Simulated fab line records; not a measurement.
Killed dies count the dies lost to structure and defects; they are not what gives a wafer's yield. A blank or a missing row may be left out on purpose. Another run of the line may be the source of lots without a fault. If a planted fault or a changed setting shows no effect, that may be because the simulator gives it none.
Which of the tools did it? -- flow berkeley cmos170 -- 14 lots, 42 wafers sampled, at 6 steps of a route of 331

== WHAT THE GAUGES SHOWED, per wafer ==
UCB170_GATE_OVL_MEAS_13. Usual: for GATE_OVL the level is 3 nm and the standard deviation is 6.2.
lot,measured,on,GATE_OVL (nm),flag
L136,day 6 10:52,overlay-02,-1 -5 -5,
L138,day 6 13:44,overlay-02,-1 -3 7,
L139,day 6 16:38,overlay-01,-1 -5 4,
L141,day 7 01:26,overlay-01,11 9 14,
L140,day 7 03:14,overlay-02,6 6 1,
L143,day 7 06:50,overlay-01,-1 5 4,
L142,day 7 06:57,overlay-02,-7 -7 -3,
L145,day 8 02:34,overlay-01,10 15 16,
L144,day 8 02:50,overlay-01,9 13 7,
L147,day 8 06:47,overlay-02,3 14 3,
L148,day 8 07:04,overlay-02,3 6 9,
L146,day 8 07:32,overlay-01,0 1 3,
L152,day 9 01:53,overlay-02,16 9 8,
L151,day 9 22:24,overlay-01,-3 -7 -1,

UCB170_NLDD_CD_MEAS_06 targets a cd of 1200 nm. Usual: cd nm at 1199.5 nm, with a standard deviation of 1.6.
lot,measured,on,cd nm (nm),flag
L136,day 6 16:33,cd sem-01,1199.5 1199.8 1199.2,
L138,day 6 18:10,cd sem-02,1198.7 1201.1 1199.8,
L139,day 6 20:52,cd sem-01,1196.9 1196.7 1197.2,
L141,day 7 04:54,cd sem-01,1202.6 1202.2 1199.8,
L140,day 7 06:35,cd sem-02,1199.8 1198.5 1199.6,
L143,day 7 09:57,cd sem-01,1198.6 1201.0 1200.2,
L142,day 7 10:30,cd sem-02,1200.4 1200.1 1200.2,
L145,day 8 06:27,cd sem-02,1199.7 1199.4 1198.8,
L144,day 8 06:44,cd sem-02,1200.8 1200.6 1199.9,
L147,day 8 10:52,cd sem-02,1200.5 1202.1 1200.8,
L148,day 8 11:04,cd sem-02,1198.9 1197.9 1199.3,
L146,day 8 11:17,cd sem-02,1199.3 1200.7 1200.5,
L152,day 9 07:58,cd sem-01,1197.2 1199.2 1198.1,
L151,day 10 04:44,cd sem-01,1200.3 1200.4 1200.9,

UCB170_NLDD_TW_MEAS_11. Usual: for NLDD_TW the level is 2228 and the standard deviation is 15.
lot,measured,on,NLDD_TW,flag
L136,day 6 17:05,film metro-03,2212 2219 2211,
L138,day 6 18:43,film metro-02,2239 2239 2229,
L139,day 6 21:25,film metro-02,2227 2228 2224,
L141,day 7 05:27,film metro-03,2209 2194 2204,
L140,day 7 07:09,film metro-03,2199 2195 2203,
L143,day 7 10:30,film metro-03,2211 2201 2198,
L142,day 7 11:03,film metro-04,2244 2245 2235,
L145,day 8 07:01,film metro-04,2229 2229 2247,
L144,day 8 07:17,film metro-03,2224 2228 2215,
L147,day 8 11:25,film metro-03,2217 2224 2231,
L148,day 8 11:36,film metro-02,2245 2232 2234,
L146,day 8 11:50,film metro-04,2237 2225 2244,
L152,day 9 08:52,film metro-02,2491 2489 2495,OFF
L151,day 10 05:52,film metro-03,2459 2471 2456,OFF

UCB170_NSD_TW_MEAS_10. Usual: for NSD_TW the level is 4210 and the standard deviation is 30.
lot,measured,on,NSD_TW,flag
L136,day 7 00:32,film metro-04,4240 4217 4230,
L138,day 7 00:37,film metro-03,4159 4153 4129,
L139,day 7 05:10,film metro-04,4237 4230 4231,
L141,day 7 12:59,film metro-04,4253 4216 4264,
L140,day 7 13:08,film metro-02,4207 4197 4206,
L143,day 7 22:31,film metro-03,4159 4172 4167,
L142,day 7 21:41,film metro-03,4154 4182 4163,
L145,day 8 16:10,film metro-02,4200 4217 4236,
L144,day 8 16:35,film metro-04,4238 4211 4208,
L147,day 8 21:16,film metro-03,4210 4203 4184,
L148,day 8 21:23,film metro-04,4212 4238 4209,
L146,day 8 21:37,film metro-02,4241 4243 4221,
L152,day 9 16:28,film metro-03,4179 4164 4176,
L151,day 10 14:39,film metro-03,4190 4178 4201,

UCB170_SDANNEAL_RS_MEAS_05: measurement is done with a four-point probe. Usual: for NLDD_RS the level is 615.4 ohm/sq and the standard deviation is 1.4.
lot,measured,on,NLDD_RS (ohm/sq),flag
L136,day 7 02:00,film metro-04,616.6 616.4 617.0,
L138,day 7 02:09,film metro-02,616.6 615.6 617.2,
L139,day 7 06:37,film metro-03,615.5 614.0 614.5,
L141,day 7 14:47,film metro-03,617.3 615.4 615.3,
L140,day 7 14:50,film metro-04,616.5 615.0 617.0,
L143,day 8 00:11,film metro-04,617.5 617.2 616.5,
L142,day 7 23:41,film metro-02,613.7 613.8 615.8,
L145,day 8 17:56,film metro-02,615.7 616.3 615.3,
L144,day 8 18:46,film metro-03,616.7 613.7 615.9,
L147,day 8 23:41,film metro-04,618.1 616.7 617.5,
L148,day 8 23:53,film metro-03,612.9 615.2 612.8,
L146,day 8 23:32,film metro-02,615.3 615.1 614.0,
L152,day 9 18:07,film metro-02,463.3 464.8 464.7,OFF
L151,day 10 16:38,film metro-03,464.5 463.8 464.8,OFF

== WHICH TOOL RAN EACH LOT (tool, then ch and the chambers of the sampled wafers, then the start) ==
lot,UCB170_NLDD_IMPLANT_08
L136,"implanter-04 ch 0, day 6 16:43"
L138,"implanter-04 ch 0, day 6 18:19"
L139,"implanter-04 ch 0, day 6 21:01"
L141,"implanter-04 ch 0, day 7 05:04"
L140,"implanter-03 ch 0, day 7 06:45"
L143,"implanter-04 ch 0, day 7 10:07"
L142,"implanter-02 ch 0, day 7 10:40"
L145,"implanter-03 ch 0, day 8 06:37"
L144,"implanter-04 ch 0, day 8 06:53"
L147,"implanter-03 ch 0, day 8 11:01"
L148,"implanter-04 ch 0, day 8 11:13"
L146,"implanter-02 ch 0, day 8 11:26"
L152,"implanter-04 ch 0, day 9 08:07"
L151,"implanter-02 ch 0, day 10 04:53"
- UCB170_NLDD_IMPLANT_08

== AS READ BY THE TOOLS THEMSELVES (means over the sampled wafers that have a number; for cases with no such wafer, the mark the record gives instead) ==
UCB170_NLDD_IMPLANT_08. Usual: dose ions cm2 5e+13, standard deviation 4.9e+10; end station pressure torr 5.13e-06 Torr, standard deviation 2.6e-07.
lot,tool,dose ions cm2,end station pressure torr (Torr),flag
L136,implanter-04,5e+13,5.21e-06,
L138,implanter-04,5e+13,5.05e-06,
L139,implanter-04,5e+13,5.21e-06,
L141,implanter-04,5e+13,5.11e-06,
L140,implanter-03,5e+13,5.56e-06,
L143,implanter-04,5e+13,5.26e-06,
L142,implanter-02,5e+13,5.11e-06,
L145,implanter-03,5e+13,5.32e-06,
L144,implanter-04,5e+13,5.21e-06,
L147,implanter-03,5e+13,5.45e-06,
L148,implanter-04,5e+13,5.16e-06,
L146,implanter-02,5e+13,5.13e-06,
L152,implanter-04,5e+13,5.01e-06,
L151,implanter-02,5e+13,5.02e-06,

== THE ANSWER, worked out from the rows above alone ==
Rule: a lot is off if the mean of its wafers that have a number lies more than 3 standard deviations from the usual mean. Also off: a lot with no number at a reading for which 4 or more lots have one. Where the step has rows for the other lots, those lots are counted as sound. First the gauges in route order, then the tools' own readings, where a lot's mean is used as printed above. At the first step where some lot is off, the reading lying furthest off is the one used; lots without a number count as furthest.
Off: at UCB170_NLDD_TW_MEAS_11 (NLDD_TW), L152, L151.
A tool fits if, at a process step before that reading, it ran every lot that is off, and no sound lot after the first of them. Those tools and the gauges at UCB170_NLDD_TW_MEAS_11 are tried in the same way. Not one of the candidates tried fits.

== WHAT THE SIMULATOR PUT IN ==
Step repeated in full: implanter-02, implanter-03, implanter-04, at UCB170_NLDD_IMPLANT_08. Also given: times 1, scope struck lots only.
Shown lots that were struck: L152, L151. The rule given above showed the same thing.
